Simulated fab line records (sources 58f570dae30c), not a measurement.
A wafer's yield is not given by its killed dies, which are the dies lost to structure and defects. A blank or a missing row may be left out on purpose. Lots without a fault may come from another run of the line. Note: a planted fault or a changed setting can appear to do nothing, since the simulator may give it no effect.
Split-lot experiment | flow berkeleyCmos170 | 23 wafers read across 5 lots, on a route 331 steps long

## ABOUT THE SPLIT
At UCB170_M2_METAL_ETCH_18 (etches Al in Cl2/BCl3, stops on SiO2, target depth 1170 nm, time 195 s), the setting timeS was moved away from the recipe's 195 s on 8 of the 23 wafers read, by +11.3% to +14.4%. This setting was run at the recipe's value on the other wafers.

## THE PATH FROM SPLIT TO READING: the file shows 1 step between them
- UCB170_M2_STRIP_19: strips in O2

## THE READING
cdNm (nm) at UCB170_M2_CD_MEAS_90, where the cd target is 700 nm. On this fab line, fault-free wafers typically give 699.5 nm with a standard deviation of 2.8 nm.

wafer  | tool, chamber at the split | timeS as run, s | against the recipe | cdNm, nm | against lot-mates on the recipe
L077.1 | rieMetal-03, 1             | 195             | recipe             | 697.2    | -
L077.2 | rieMetal-03, 0             | 195             | recipe             | 698.6    | -
L077.4 | rieMetal-03, 1             | 195             | recipe             | 698.0    | -
L084.1 | rieMetal-01, 1             | 217             | +11.3%             | 697.6    | -1.9
L084.2 | rieMetal-01, 0             | 195             | recipe             | 699.9    | -
L084.4 | rieMetal-01, 1             | 217             | +11.3%             | 694.4    | -5.1
L084.5 | rieMetal-01, 1             | 217             | +11.3%             | 694.2    | -5.3
L084.6 | rieMetal-01, 0             | 195             | recipe             | 699.2    | -
L083.1 | rieMetal-04, 1             | 223             | +14.4%             | 694.6    | -6.9
L083.2 | rieMetal-04, 0             | 195             | recipe             | 700.3    | -
L083.3 | rieMetal-04, 1             | 195             | recipe             | 702.7    | -
L083.5 | rieMetal-04, 1             | 223             | +14.4%             | 692.8    | -8.7
L083.6 | rieMetal-04, 0             | 223             | +14.4%             | 692.5    | -9.0
L080.2 | rieMetal-03, 1             | 195             | recipe             | 696.2    | -
L080.3 | rieMetal-03, 1             | 195             | recipe             | 696.7    | -
L080.4 | rieMetal-03, 0             | 195             | recipe             | 696.3    | -
L080.5 | rieMetal-03, 0             | 195             | recipe             | 697.2    | -
L080.6 | rieMetal-03, 1             | 195             | recipe             | 694.9    | -
L082.1 | rieMetal-04, 1             | 195             | recipe             | 704.1    | -
L082.2 | rieMetal-04, 0             | 218.8           | +12.2%             | 696.4    | -6.1
L082.4 | rieMetal-04, 1             | 218.8           | +12.2%             | 692.8    | -9.7
L082.5 | rieMetal-04, 0             | 195             | recipe             | 699.0    | -
L082.6 | rieMetal-04, 1             | 195             | recipe             | 704.5    | -

THE FIT
A straight line over all 23 wafers: cdNm changes by -0.367 nm for each +1% of timeS; r = -0.68; the points scatter about the line by 2.5 nm.
The same after taking each lot's own level away (the mean of its wafers on the recipe; 23 wafers): -0.533 nm for each +1%; r = -0.90; scatter 1.7 nm.
That fit puts the effect of the largest move of timeS on the reading at 7.7 nm.
Measured against the standard deviation above, the lots' own levels, which go from 696.26 to 702.53 nm, span 2.2 times it.
So the lot-to-lot level blurs the effect unless lot-mates are compared.
Check: -7.74 nm against its lot-mates is what the line predicts for one of the wafers moved furthest among these (+14.4%) when that wafer is left out of the fit. It came out at -6.9 nm against them.

## THE OTHER SPLITS THESE WAFERS WENT THROUGH
Before the reading, these wafers also passed through other splits. Each is held against what the fit with the lots' levels taken away leaves over:
other split on the same wafers     | wafers away from the commonest value | r with cdNm (lot level and that fit taken away)
UCB170_PLDD_EXPOSE_03 doseMj       | 7                                    | -0.05
UCB170_NLDD_COAT_01 resistThkNm    | 7                                    | -0.05
UCB170_SDANNEAL_RTA_01 timeS       | 11                                   | +0.18
UCB170_SILICIDE_SPUTTER_01 timeS   | 9                                    | -0.34
UCB170_CONTACT_COAT_10 resistThkNm | 11                                   | -0.11
UCB170_CONTACT_ETCH_18 rfW         | 4                                    | -0.19

## THE WHOLE CHAIN: every reading that the file lists as answering this split, in the file's order
step                    | what it does                                                           | reading                                                                  | change (the file's fit)                   | r (the file's)
UCB170_M2_METAL_ETCH_18 | etches Al in Cl2/BCl3, stops on SiO2, target depth 1170 nm, time 195 s | KrF_of_M2_COAT_10.thkNm (the simulator's own value, which no gauge read) | -5.89 nm for each +1% of the setting      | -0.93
UCB170_M2_METAL_ETCH_18 | etches Al in Cl2/BCl3, stops on SiO2, target depth 1170 nm, time 195 s | SiO2_of_V1_CVD_00.thkNm (the simulator's own value, which no gauge read) | -0.636 nm for each +1% of the setting     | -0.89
UCB170_M2_METAL_ETCH_18 | etches Al in Cl2/BCl3, stops on SiO2, target depth 1170 nm, time 195 s | M2.cdNm (the simulator's own value, which no gauge read)                 | -0.542 nm for each +1% of the setting     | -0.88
UCB170_M2_STRIP_19      | strips in O2                                                           | oesProductAu                                                             | -0.00636 a.u. for each +1% of the setting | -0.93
UCB170_M2_CD_MEAS_90    | target cd 700 nm                                                       | cdNm                                                                     | -0.542 nm for each +1% of the setting     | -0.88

## FILE'S OWN FIT
cdNm changes by -0.542 nm for each +1% of timeS, r = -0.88.
